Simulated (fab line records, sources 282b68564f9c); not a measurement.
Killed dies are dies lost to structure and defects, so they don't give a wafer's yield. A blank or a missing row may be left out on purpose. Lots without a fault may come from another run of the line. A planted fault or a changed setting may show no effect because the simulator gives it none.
Split-lot experiment | flow rit_cmos | 5 lots, 23 wafers read, on a route of 202 steps

THE SPLIT
At RIT_M1_EXPOSE_06 (exposes mask M12, target cd 2600 nm), the setting dose_mj was moved away from the recipe's 250 on 5 of the 23 wafers read, by -7.1% to +5.3%. The other wafers ran this setting at the recipe's value.

FROM THE SPLIT TO THE READING: what the file shows between them, 6 steps
- RIT_M1_DEVELOP_08: develop time 68 s (also split here: develop_time_s)
- RIT_M1_CD_MEAS_09: target cd 2600 nm
- RIT_M1_HARDBAKE_11: time 120 s
- RIT_M1_METAL_ETCH_12: etches Al in Cl2/BCl3, stops on SiO2, time 165 s, target depth 600 nm
- RIT_M1_STRIP_13: strips in nmp, time 600 s
- RIT_M1_STRIP_14: strips in O2, time 180 s

THE READING
cd_nm, in nm, at RIT_M1_CD_MEAS_90 (target cd 2600 nm). Fault-free wafers of this fab line usually give 2600 nm, standard deviation 3.9 nm.

wafer  | tool, chamber at the split | dose_mj as run | against the recipe | cd_nm, nm | against lot-mates on the recipe
L074.1 | iline_stepper-02, 0        | 250            | recipe             | 2603      | -
L074.2 | iline_stepper-02, 0        | 250            | recipe             | 2603      | -
L074.4 | iline_stepper-02, 0        | 250            | recipe             | 2602      | -
L076.1 | iline_stepper-02, 0        | 250            | recipe             | 2595      | -
L076.2 | iline_stepper-02, 0        | 250            | recipe             | 2598      | -
L076.3 | iline_stepper-02, 0        | 250            | recipe             | 2597      | -
L076.5 | iline_stepper-02, 0        | 250            | recipe             | 2594      | -
L076.6 | iline_stepper-02, 0        | 250            | recipe             | 2589      | -
L080.1 | iline_stepper-02, 0        | 250            | recipe             | 2605      | -
L080.2 | iline_stepper-02, 0        | 250            | recipe             | 2604      | -
L080.3 | iline_stepper-02, 0        | 232.2          | -7.1%              | 2622      | +18
L080.4 | iline_stepper-02, 0        | 232.2          | -7.1%              | 2624      | +20
L080.6 | iline_stepper-02, 0        | 232.2          | -7.1%              | 2631      | +26
L082.1 | iline_stepper-02, 0        | 250            | recipe             | 2606      | -
L082.3 | iline_stepper-02, 0        | 250            | recipe             | 2600      | -
L082.4 | iline_stepper-02, 0        | 250            | recipe             | 2601      | -
L082.5 | iline_stepper-02, 0        | 250            | recipe             | 2609      | -
L082.6 | iline_stepper-02, 0        | 250            | recipe             | 2608      | -
L084.1 | iline_stepper-02, 0        | 263.3          | +5.3%              | 2578      | -26
L084.3 | iline_stepper-02, 0        | 263.3          | +5.3%              | 2587      | -17
L084.4 | iline_stepper-02, 0        | 250            | recipe             | 2610      | -
L084.5 | iline_stepper-02, 0        | 250            | recipe             | 2599      | -
L084.6 | iline_stepper-02, 0        | 250            | recipe             | 2602      | -

THE FIT
A straight line over all 23 wafers: cd_nm changes by -3.45 nm for each +1% of dose_mj; r = -0.90; the points scatter about the line by 5.3 nm.
The same after taking each lot's own level away (the mean of its wafers on the recipe; 23 wafers): -3.28 nm for each +1%; r = -0.94; scatter 3.8 nm.
On that fit, the largest move of dose_mj shifts the reading by 23 nm.
The lots' own levels span 2594.6 to 2604.8 nm, that is 2.6 times the standard deviation above.
So the lot-to-lot level changes the slope little: the two slopes agree.
Check: with one of the wafers moved furthest among these (-7.1%) left out of the fit, the line predicts +24.6 nm for it against its lot-mates. It came out at +17.5 nm against them.

OTHER SPLITS ON THESE WAFERS
These wafers also went through other splits before the reading. Each is held against what the fit with the lots' levels taken away leaves over:
other split on the same wafers              | wafers away from the commonest value | r with cd_nm (lot level and that fit taken away)
RIT_PSD_IMPLANT_08 energy_kev               | 7                                    | -0.06
RIT_SILICIDE_SPUTTER_01 chamber_pressure_pa | 18                                   | -0.17
RIT_M1_DEVELOP_08 develop_time_s            | 11                                   | -0.51

THE WHOLE CHAIN: every reading that the file lists as answering this split, in the file's order
step                 | what it does                                                          | reading                                                   | change (the file's fit)                                                                | r (the file's)
RIT_M1_METAL_ETCH_12 | etches Al in Cl2/BCl3, stops on SiO2, time 165 s, target depth 600 nm | M1.cd_nm (the simulator's own value, which no gauge read) | -3.32 nm for each +1% of the setting                                                   | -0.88
RIT_M1_CD_MEAS_90    | target cd 2600 nm                                                     | cd_nm                                                     | -3.31 nm for each +1% of the setting                                                   | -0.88
RIT_M1_CD_MEAS_09    | target cd 2600 nm                                                     | cd_nm                                                     | -3 nm for each +1% of the setting, in a fit together with develop_time_s@M1_DEVELOP_08 | 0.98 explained

THE FILE'S OWN FIT
cd_nm changes by -3.31 nm for each +1% of dose_mj, r = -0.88.
